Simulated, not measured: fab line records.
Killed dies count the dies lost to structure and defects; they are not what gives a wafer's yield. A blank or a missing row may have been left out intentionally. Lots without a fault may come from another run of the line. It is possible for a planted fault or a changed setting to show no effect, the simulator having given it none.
Lot-split experiment ; flow berkeleyCmos170 ; on a route of 331 steps: 5 lots, 23 wafers read

SPLIT DETAILS
At UCB170_M1_SPUTTER_00 (material Al, target thk 600 nm, time 80 s), the setting chamberPressurePa was moved away from the recipe's 0.5 Pa on 10 of the 23 wafers read, by +9.3% to +11.0%. The other wafers ran this setting at the recipe's value.

The reading is taken at the split's own step.

THE READING
Al_of_M1_SPUTTER_00.thkNm (the simulator's own value, which no gauge read), in nm, at UCB170_M1_SPUTTER_00 (material Al, target thk 600 nm, time 80 s). The file gives no usual value for it. The 13 wafers here that ran the recipe average 601.2 nm, standard deviation 5.7 nm.

wafer;tool, chamber at the split;chamberPressurePa as run, Pa;against the recipe;Al_of_M1_SPUTTER_00.thkNm, nm;against lot-mates on the recipe
L076.1;pvdSputter-02, -;0.5467;+9.3%;578.2;no lot-mate on the recipe
L076.2;pvdSputter-02, -;0.5467;+9.3%;586.3;no lot-mate on the recipe
L076.3;pvdSputter-02, -;0.5467;+9.3%;580.9;no lot-mate on the recipe
L076.4;pvdSputter-02, -;0.5467;+9.3%;584.5;no lot-mate on the recipe
L076.6;pvdSputter-02, -;0.5467;+9.3%;585.9;no lot-mate on the recipe
L077.1;pvdSputter-03, -;0.5549;+11.0%;575.4;no lot-mate on the recipe
L077.2;pvdSputter-03, -;0.5549;+11.0%;585.6;no lot-mate on the recipe
L077.4;pvdSputter-03, -;0.5549;+11.0%;581.8;no lot-mate on the recipe
L077.5;pvdSputter-03, -;0.5549;+11.0%;582;no lot-mate on the recipe
L077.6;pvdSputter-03, -;0.5549;+11.0%;586.8;no lot-mate on the recipe
L078.1;pvdSputter-03, -;0.5;recipe;604.4;-
L078.2;pvdSputter-03, -;0.5;recipe;606.6;-
L078.4;pvdSputter-03, -;0.5;recipe;611.4;-
L078.5;pvdSputter-03, -;0.5;recipe;610;-
L078.6;pvdSputter-03, -;0.5;recipe;594.8;-
L082.1;pvdSputter-03, -;0.5;recipe;595.8;-
L082.3;pvdSputter-03, -;0.5;recipe;603.3;-
L082.4;pvdSputter-03, -;0.5;recipe;597.6;-
L083.1;pvdSputter-02, -;0.5;recipe;590.7;-
L083.3;pvdSputter-02, -;0.5;recipe;600.1;-
L083.4;pvdSputter-02, -;0.5;recipe;598.3;-
L083.5;pvdSputter-02, -;0.5;recipe;601.8;-
L083.6;pvdSputter-02, -;0.5;recipe;600.9;-

FIT RESULTS
A straight line over all 23 wafers: Al_of_M1_SPUTTER_00.thkNm changes by -1.8 nm for each +1% of chamberPressurePa; r = -0.88; the points scatter about the line by 5.2 nm.
Too few moved wafers have a lot-mate on the recipe to fit a line with each lot's own level taken away.

FILE'S OWN FIT
Al_of_M1_SPUTTER_00.thkNm changes by -1.81 nm for each +1% of chamberPressurePa, r = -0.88.
